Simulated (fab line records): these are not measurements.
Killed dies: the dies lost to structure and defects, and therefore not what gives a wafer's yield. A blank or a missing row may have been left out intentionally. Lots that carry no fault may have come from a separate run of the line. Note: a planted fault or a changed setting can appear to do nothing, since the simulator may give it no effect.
Which tool was responsible? || flow berkeley-cmos170 || 14 lots, 42 wafers sampled, at 1 step of a route of 331

== WHAT THE GAUGES READ, wafer by wafer ==
UCB170_NLDD_OVL_MEAS_07. Usual: NLDD_OVL typically reads 1 nm, with standard deviation 5.7.
{"lot": "L246", "measured": "day 6 11:44", "on": "overlay-02", "NLDD_OVL (nm)": "-1 -3 0", "flag": ""}
{"lot": "L247", "measured": "day 6 15:56", "on": "overlay-01", "NLDD_OVL (nm)": "7 12 8", "flag": ""}
{"lot": "L248", "measured": "day 6 16:12", "on": "overlay-01", "NLDD_OVL (nm)": "1 -3 -2", "flag": ""}
{"lot": "L249", "measured": "day 6 17:01", "on": "overlay-01", "NLDD_OVL (nm)": "1 4 6", "flag": ""}
{"lot": "L250", "measured": "day 7 03:02", "on": "overlay-02", "NLDD_OVL (nm)": "-2 5 8", "flag": ""}
{"lot": "L252", "measured": "day 7 03:51", "on": "overlay-01", "NLDD_OVL (nm)": "6 15 6", "flag": ""}
{"lot": "L253", "measured": "day 7 15:40", "on": "overlay-02", "NLDD_OVL (nm)": "2 -2 12", "flag": ""}
{"lot": "L256", "measured": "day 7 23:01", "on": "overlay-01", "NLDD_OVL (nm)": "3 0 4", "flag": ""}
{"lot": "L255", "measured": "day 7 23:22", "on": "overlay-01", "NLDD_OVL (nm)": "-4 7 1", "flag": ""}
{"lot": "L254", "measured": "day 7 23:37", "on": "overlay-02", "NLDD_OVL (nm)": "-4 -4 1", "flag": ""}
{"lot": "L267", "measured": "day 10 06:59", "on": "overlay-01", "NLDD_OVL (nm)": "-8 -4 1", "flag": ""}
{"lot": "L268", "measured": "day 10 07:42", "on": "overlay-02", "NLDD_OVL (nm)": "2 -9 -1", "flag": ""}
{"lot": "L264", "measured": "day 10 08:47", "on": "overlay-02", "NLDD_OVL (nm)": "6 9 -4", "flag": ""}
{"lot": "L269", "measured": "day 10 12:56", "on": "overlay-01", "NLDD_OVL (nm)": "1 -8 10", "flag": ""}

== WHAT TOOL EACH LOT RAN ON (gives the tool, then ch and the chambers of the sampled wafers, and finally the start) ==
Record: no process step prior to these readings.

== AS READ BY THE TOOLS THEMSELVES (means over the sampled wafers that have a number; for cases with no such wafer, the mark the record gives instead) ==
The record holds no such reading with a usual standard deviation.

== THE ANSWER, worked out from the rows above alone ==
Rule: lot off if the mean of its wafers having a number is beyond 3 standard deviations from the usual mean. A lot without any number at a reading at which 4 lots or more have one is off too. Any other lot the step has rows for is counted as sound. Order of review: gauges by route order, followed by the tools' own readings, for which a lot's mean as printed above is used. At the first step where some lot is off, the reading lying furthest off is the one used; lots without a number count as furthest.
Across all readings shown, no lot is off: no conclusion can be drawn from this.

== WHAT THE SIMULATOR HAD PUT IN ==
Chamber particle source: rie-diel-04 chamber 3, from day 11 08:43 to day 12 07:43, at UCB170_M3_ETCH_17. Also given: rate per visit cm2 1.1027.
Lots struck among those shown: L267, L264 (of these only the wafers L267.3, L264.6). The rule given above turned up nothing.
